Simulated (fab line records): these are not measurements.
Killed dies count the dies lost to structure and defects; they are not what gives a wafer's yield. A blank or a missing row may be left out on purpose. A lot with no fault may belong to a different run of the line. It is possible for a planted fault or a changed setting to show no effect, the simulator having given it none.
One fault seen from 2 desks    flow berkeley-cmos170    numbers are kept per desk, each desk with only its own; the story behind them comes last

FOR THE TOOL OWNER'S DESK: rie-diel-03
The tool's own readings at UCB170_ACTIVE_ETCH_15 (etches Si3N4 in CH3F/Ar/O2, stops on SiO2, target depth 242 nm, time 151 s): means of the sampled wafers that have a number, for each lot that ran on this tool. If a lot's mean is further than 4 standard deviations from the usual mean, the lot is out of limits and carries the mark OUT (the distance appears in the brackets).
Columns: A = CH3F_flow_sccm at UCB170_ACTIVE_ETCH_15, usual 20.00 sccm; B = O2_flow_sccm at UCB170_ACTIVE_ETCH_15, usual 7.000 sccm; C = drypump-motor-current-A at UCB170_ACTIVE_ETCH_15, usual 5.6 A; D = mfc-ar-sccm at UCB170_ACTIVE_ETCH_15, usual 49.98 sccm; E = oes-product-au at UCB170_ACTIVE_ETCH_15, usual 0.941 a.u.; F = rf-fwd-power-W at UCB170_ACTIVE_ETCH_15, usual 448.2 W; G = throttle-valve-pct at UCB170_ACTIVE_ETCH_15, usual 8.12 %
lot   first seen here  A      B      C    D      E      F                G
L950  day 6 08:26      20.01  6.992  5.5  50.06  0.932  449.3            8.07
L953  day 6 15:47      20.04  6.990  5.3  50.04  0.938  471.7 (+18) OUT  8.15
Finding of this desk: L953 out of limits; the first was L953 at day 6 15:47, on rf-fwd-power-W at UCB170_ACTIVE_ETCH_15. In limits: L950.

AT THE METROLOGY DESK
What the gauges read for every lot (on any tool): the sampled wafers with a number, averaged. If a lot's mean is further than 4 standard deviations from the usual mean, the lot is out of limits and carries the mark OUT (the distance appears in the brackets).
Columns: A = INCOMING_BOW at UCB170_START_BOW_MEAS_00, usual 1 um; B = START_OXIDE_THK at UCB170_START_THK_MEAS_03, usual 20.1 nm
lot   first seen here  A   B
L942  day 1 10:00      -7  19.9
L943  day 1 15:00      2   19.9
L944  day 1 20:05      6   20.3
L946  day 2 06:02      2   20.7
L947  day 2 11:00      8   20.1
L949  day 2 21:04      3   19.5
L950  day 3 02:00      4   20.5
L952  day 3 12:00      2   20.1
L953  day 3 17:02      4   19.7
L959  day 4 23:00      0   19.8
L960  day 5 04:00      -2  20.4
L961  day 5 09:01      -1  20.1
L965  day 6 05:02      2   19.7
This desk's verdict: no lot among the 13 shows anything out of limits.

BROUGHT TOGETHER
The tool owner's desk had the chance to raise an alarm at day 6 15:47 on L953.
Nothing out of limits was seen by the metrology desk.
The metrology desk has L953 on record, within its limits.
On rie-diel-03, each named lot ran UCB170_ACTIVE_ETCH_15.

WHAT THE SIMULATOR HAD PUT IN
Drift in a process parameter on rie-diel-03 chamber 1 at UCB170_ACTIVE_ETCH_15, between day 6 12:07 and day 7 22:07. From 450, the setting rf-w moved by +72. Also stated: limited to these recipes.
Struck lots among those shown: L953.
Hours from the fault's start to each desk's first reading out of limits: the tool owner's desk, 4.
